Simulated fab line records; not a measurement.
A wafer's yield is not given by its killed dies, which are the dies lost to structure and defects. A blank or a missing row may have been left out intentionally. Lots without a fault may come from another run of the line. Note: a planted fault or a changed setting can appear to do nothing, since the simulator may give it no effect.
Shared-tool check -- flow ritCmos -- 15 lots and 45 wafers in the sample

WHAT PROMPTED THE OPENING
RIT_PLDD_TW_MEAS_10, reading PLDD_TW: flagged on 3 of 15 lots. Fault-free wafers read 2356, with a standard deviation of 9.1.
Rule: a lot is flagged when every wafer of it that has a number lies more than 4 standard deviations from that mean, or none has a number. As for the other lots, they are considered sound.

lot,measured,on,"PLDD_TW, wafer by wafer",flag
L563,day 3 00:14,filmMetro-04,2354 2368 2358,
L564,day 3 05:17,filmMetro-04,2357 2359 2353,
L565,day 3 06:43,filmMetro-04,2351 2350 2345,
L566,day 3 17:53,filmMetro-04,2363 2357 2350,
L567,day 4 00:37,filmMetro-03,2372 2374 2362,
L569,day 4 07:58,filmMetro-03,2375 2373 2373,
L568,day 4 08:11,filmMetro-02,2350 2350 2339,
L571,day 4 23:31,filmMetro-04,2760 2756 2752,FLAGGED
L572,day 5 01:58,filmMetro-04,2350 2351 2351,
L573,day 5 05:32,filmMetro-04,2735 2739 2745,FLAGGED
L579,day 6 08:59,filmMetro-02,2349 2357 2351,
L580,day 6 14:18,filmMetro-02,2737 2764 2755,FLAGGED
L583,day 7 09:07,filmMetro-02,2358 2366 2353,
L585,day 7 18:17,filmMetro-03,2345 2342 2367,
L586,day 8 06:31,filmMetro-02,2368 2349 2343,
On average the flagged lots' numbers are 2749, which is +393 against the usual, or +43 standard deviations.

TOOL THAT RAN EACH LOT
2 process steps preceding the reading are held in the record, out of 202 steps in the route. Each cell gives the tool, then ch followed by the chambers the sampled wafers passed through, then the start.
lot,flag,RIT_PWELL_STRIP_09,RIT_PLDD_IMPLANT_08
L563,,"plasmaAsher-01 ch 0,1, day 2 01:26","implanter-02 ch 0, day 2 23:57"
L564,,"plasmaAsher-03 ch 0,1, day 2 06:35","implanter-04 ch 0, day 3 04:59"
L565,,"plasmaAsher-01 ch 0,1, day 2 09:28","implanter-04 ch 0, day 3 06:25"
L566,,"plasmaAsher-01 ch 0,1, day 2 15:05","implanter-02 ch 0, day 3 17:35"
L567,,"plasmaAsher-01 ch 0,1, day 2 21:44","implanter-02 ch 0, day 4 00:18"
L569,,"plasmaAsher-04 ch 0,1, day 3 09:14","implanter-04 ch 0, day 4 07:39"
L568,,"plasmaAsher-01 ch 0, day 3 03:11","implanter-02 ch 0, day 4 07:53"
L571,FLAGGED,"plasmaAsher-04 ch 0,1, day 3 23:25","implanter-02 ch 0, day 4 22:52"
L572,,"plasmaAsher-01 ch 0,1, day 4 02:13","implanter-04 ch 0, day 5 01:41"
L573,FLAGGED,"plasmaAsher-01 ch 0,1, day 4 06:57","implanter-02 ch 0, day 5 04:54"
L579,,"plasmaAsher-04 ch 0,1, day 5 09:34","implanter-01 ch 0, day 6 08:40"
L580,FLAGGED,"plasmaAsher-01 ch 0,1, day 5 16:07","implanter-02 ch 0, day 6 13:41"
L583,,"plasmaAsher-03 ch 0,1, day 6 05:01","implanter-01 ch 0, day 7 08:48"
L585,,"plasmaAsher-01 ch 0,1, day 6 14:44","implanter-04 ch 0, day 7 17:58"
L586,,"plasmaAsher-01 ch 0,1, day 6 18:02","implanter-01 ch 0, day 8 06:12"
What the steps here do:
- RIT_PWELL_STRIP_09: strips in O2, time 180 s.
- RIT_PLDD_IMPLANT_08
- RIT_PLDD_TW_MEAS_10

FLAGGED OVER TOTAL, TOOL BY TOOL (the gauges that took the reading come last)
step,tool,lots run,flagged,share of the flagged lots,sound lots run after its first flagged lot
RIT_PWELL_STRIP_09,plasmaAsher-01,10,2,some,"2 (L585,L586)"
RIT_PWELL_STRIP_09,plasmaAsher-03,2,0,none,-
RIT_PWELL_STRIP_09,plasmaAsher-04,3,1,some,1 (L579)
RIT_PLDD_IMPLANT_08,implanter-01,3,0,none,-
RIT_PLDD_IMPLANT_08,implanter-02,7,3,all,0
RIT_PLDD_IMPLANT_08,implanter-04,5,0,none,-
RIT_PLDD_TW_MEAS_10,filmMetro-02,5,1,some,"2 (L583,L586)"
RIT_PLDD_TW_MEAS_10,filmMetro-03,3,0,none,-
RIT_PLDD_TW_MEAS_10,filmMetro-04,7,2,some,1 (L572)

WHAT THE TABLE PERMITS
Rows of the table that ran each flagged lot: 1, that is implanter-02 at RIT_PLDD_IMPLANT_08.
- implanter-02 at RIT_PLDD_IMPLANT_08: 3 of its 7 lots flagged. Last sound lot L568 at day 4 07:53, first flagged lot L571 at day 4 22:52; a fault beginning in between fits.
One tool is left: implanter-02 at RIT_PLDD_IMPLANT_08.

WHAT THE SIMULATOR HAD INSERTED
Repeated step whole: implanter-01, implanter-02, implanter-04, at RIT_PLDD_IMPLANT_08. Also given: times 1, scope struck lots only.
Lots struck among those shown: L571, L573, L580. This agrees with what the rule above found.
